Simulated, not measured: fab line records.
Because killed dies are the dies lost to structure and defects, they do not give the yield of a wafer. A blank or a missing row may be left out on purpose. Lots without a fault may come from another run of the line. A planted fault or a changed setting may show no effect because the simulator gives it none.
Chamber matching || flow berkeley cmos170 || UCB170_V1_CMP_02 on cmp-02: 4 sister chambers
The step polishes SiO2. 36 wafers are shown with their chamber, then 12 later ones without.

== WAFERS PAIRED WITH THEIR CHAMBERS ==
{"wafer": "L074.2", "chamber": 2, "motor current A (A)": 14.1, "platen rpm (rpm)": 59.92}
{"wafer": "L074.3", "chamber": 1, "motor current A (A)": 16.8, "platen rpm (rpm)": 59.98}
{"wafer": "L074.5", "chamber": 3, "motor current A (A)": 16.4, "platen rpm (rpm)": 59.97}
{"wafer": "L075.1", "chamber": 0, "motor current A (A)": 21.0, "platen rpm (rpm)": 59.92}
{"wafer": "L075.2", "chamber": 3, "motor current A (A)": 15.7, "platen rpm (rpm)": 60.02}
{"wafer": "L075.5", "chamber": 0, "motor current A (A)": 21.7, "platen rpm (rpm)": 59.98}
{"wafer": "L077.2", "chamber": 1, "motor current A (A)": 17.5, "platen rpm (rpm)": 60.02}
{"wafer": "L077.5", "chamber": 0, "motor current A (A)": 21.5, "platen rpm (rpm)": 60.03}
{"wafer": "L077.6", "chamber": 3, "motor current A (A)": 15.8, "platen rpm (rpm)": 59.97}
{"wafer": "L080.3", "chamber": 1, "motor current A (A)": 17.7, "platen rpm (rpm)": 59.98}
{"wafer": "L080.4", "chamber": 2, "motor current A (A)": 15.1, "platen rpm (rpm)": 59.93}
{"wafer": "L080.6", "chamber": 3, "motor current A (A)": 16.7, "platen rpm (rpm)": 60.04}
{"wafer": "L082.2", "chamber": 2, "motor current A (A)": 15.2, "platen rpm (rpm)": 60.02}
{"wafer": "L082.4", "chamber": 3, "motor current A (A)": 16.4, "platen rpm (rpm)": 60.05}
{"wafer": "L082.5", "chamber": 0, "motor current A (A)": 21.7, "platen rpm (rpm)": 59.98}
{"wafer": "L086.1", "chamber": 2, "motor current A (A)": 15.0, "platen rpm (rpm)": 59.99}
{"wafer": "L086.2", "chamber": 0, "motor current A (A)": 20.5, "platen rpm (rpm)": 60.03}
{"wafer": "L086.6", "chamber": 1, "motor current A (A)": 17.5, "platen rpm (rpm)": 59.98}
{"wafer": "L085.1", "chamber": 3, "motor current A (A)": 16.3, "platen rpm (rpm)": 60.02}
{"wafer": "L085.2", "chamber": 1, "motor current A (A)": 17.7, "platen rpm (rpm)": 59.97}
{"wafer": "L085.5", "chamber": 1, "motor current A (A)": 16.6, "platen rpm (rpm)": 59.94}
{"wafer": "L083.1", "chamber": 1, "motor current A (A)": 16.6, "platen rpm (rpm)": 59.94}
{"wafer": "L083.4", "chamber": 0, "motor current A (A)": 21.4, "platen rpm (rpm)": 59.89}
{"wafer": "L083.5", "chamber": 0, "motor current A (A)": 21.3, "platen rpm (rpm)": 59.96}
{"wafer": "L088.1", "chamber": 1, "motor current A (A)": 16.1, "platen rpm (rpm)": 60.02}
{"wafer": "L088.2", "chamber": 0, "motor current A (A)": 20.5, "platen rpm (rpm)": 60.04}
{"wafer": "L088.3", "chamber": 3, "motor current A (A)": 16.1, "platen rpm (rpm)": 59.99}
{"wafer": "L089.1", "chamber": 3, "motor current A (A)": 15.6, "platen rpm (rpm)": 60.04}
{"wafer": "L089.2", "chamber": 0, "motor current A (A)": 20.6, "platen rpm (rpm)": 60.01}
{"wafer": "L089.4", "chamber": 1, "motor current A (A)": 17.4, "platen rpm (rpm)": 59.99}
{"wafer": "L091.3", "chamber": 1, "motor current A (A)": 16.1, "platen rpm (rpm)": 59.97}
{"wafer": "L091.4", "chamber": 3, "motor current A (A)": 16.4, "platen rpm (rpm)": 60.01}
{"wafer": "L091.5", "chamber": 3, "motor current A (A)": 16.5, "platen rpm (rpm)": 59.97}
{"wafer": "L094.1", "chamber": 3, "motor current A (A)": 16.1, "platen rpm (rpm)": 60.06}
{"wafer": "L094.4", "chamber": 2, "motor current A (A)": 14.2, "platen rpm (rpm)": 60.01}
{"wafer": "L094.6", "chamber": 2, "motor current A (A)": 14.1, "platen rpm (rpm)": 59.99}

SIGNATURES, as means of the wafers listed above
{"reading": "motor current A", "chamber 0": 21.133, "chamber 1": 17.000, "chamber 2": 14.617, "chamber 3": 16.182, "scatter within a chamber": 0.509}
{"reading": "platen rpm", "chamber 0": 59.9822, "chamber 1": 59.9790, "chamber 2": 59.9767, "chamber 3": 60.0127, "scatter within a chamber": 0.0388}
Rule: distance of a wafer from a chamber = root of the sum over the readings of ((wafer's reading minus chamber's mean) / reading's scatter) squared. If the next closest chamber is less than 2 further off than the closest, the wafer can't be placed; otherwise it belongs to the closest. The scatter is the square root of a quotient: the sum, over the shown wafers, of each reading's squared deviation from its chamber's mean, divided by wafers minus chambers.

== WAFERS MISSING THEIR CHAMBER ==
{"wafer": "L092.3", "motor current A (A)": 15.2, "platen rpm (rpm)": 60.15}
{"wafer": "L092.4", "motor current A (A)": 15.5, "platen rpm (rpm)": 60.04}
{"wafer": "L092.5", "motor current A (A)": 21.4, "platen rpm (rpm)": 59.92}
{"wafer": "L093.1", "motor current A (A)": 16.7, "platen rpm (rpm)": 60.09}
{"wafer": "L093.2", "motor current A (A)": 18.4, "platen rpm (rpm)": 60.02}
{"wafer": "L093.5", "motor current A (A)": 14.6, "platen rpm (rpm)": 59.96}
{"wafer": "L090.2", "motor current A (A)": 21.9, "platen rpm (rpm)": 59.98}
{"wafer": "L090.5", "motor current A (A)": 16.2, "platen rpm (rpm)": 60.01}
{"wafer": "L090.6", "motor current A (A)": 15.6, "platen rpm (rpm)": 59.97}
{"wafer": "L095.1", "motor current A (A)": 14.7, "platen rpm (rpm)": 60.08}
{"wafer": "L095.2", "motor current A (A)": 20.1, "platen rpm (rpm)": 59.99}
{"wafer": "L095.3", "motor current A (A)": 16.5, "platen rpm (rpm)": 59.97}

== EACH ONE'S CHAMBER ==
{"wafer": "L092.3", "from the rows above": "can't be placed: 3 or 2 or 1", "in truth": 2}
{"wafer": "L092.4", "from the rows above": "can't be placed: 3 or 2 or 1", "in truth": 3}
{"wafer": "L092.5", "from the rows above": 0, "in truth": 0}
{"wafer": "L093.1", "from the rows above": "can't be placed: 3 or 1", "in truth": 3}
{"wafer": "L093.2", "from the rows above": "can't be placed: 1 or 3", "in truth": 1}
{"wafer": "L093.5", "from the rows above": 2, "in truth": 2}
{"wafer": "L090.2", "from the rows above": 0, "in truth": 0}
{"wafer": "L090.5", "from the rows above": "can't be placed: 3 or 1", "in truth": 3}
{"wafer": "L090.6", "from the rows above": "can't be placed: 3 or 2 or 1", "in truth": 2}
{"wafer": "L095.1", "from the rows above": "can't be placed: 2 or 3", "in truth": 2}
{"wafer": "L095.2", "from the rows above": 0, "in truth": 0}
{"wafer": "L095.3", "from the rows above": "can't be placed: 1 or 3", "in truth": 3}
Placed correctly: 4 of 12. These rows do not allow placing 8 (true chamber among the candidates in 8). Number placed wrongly: 0.
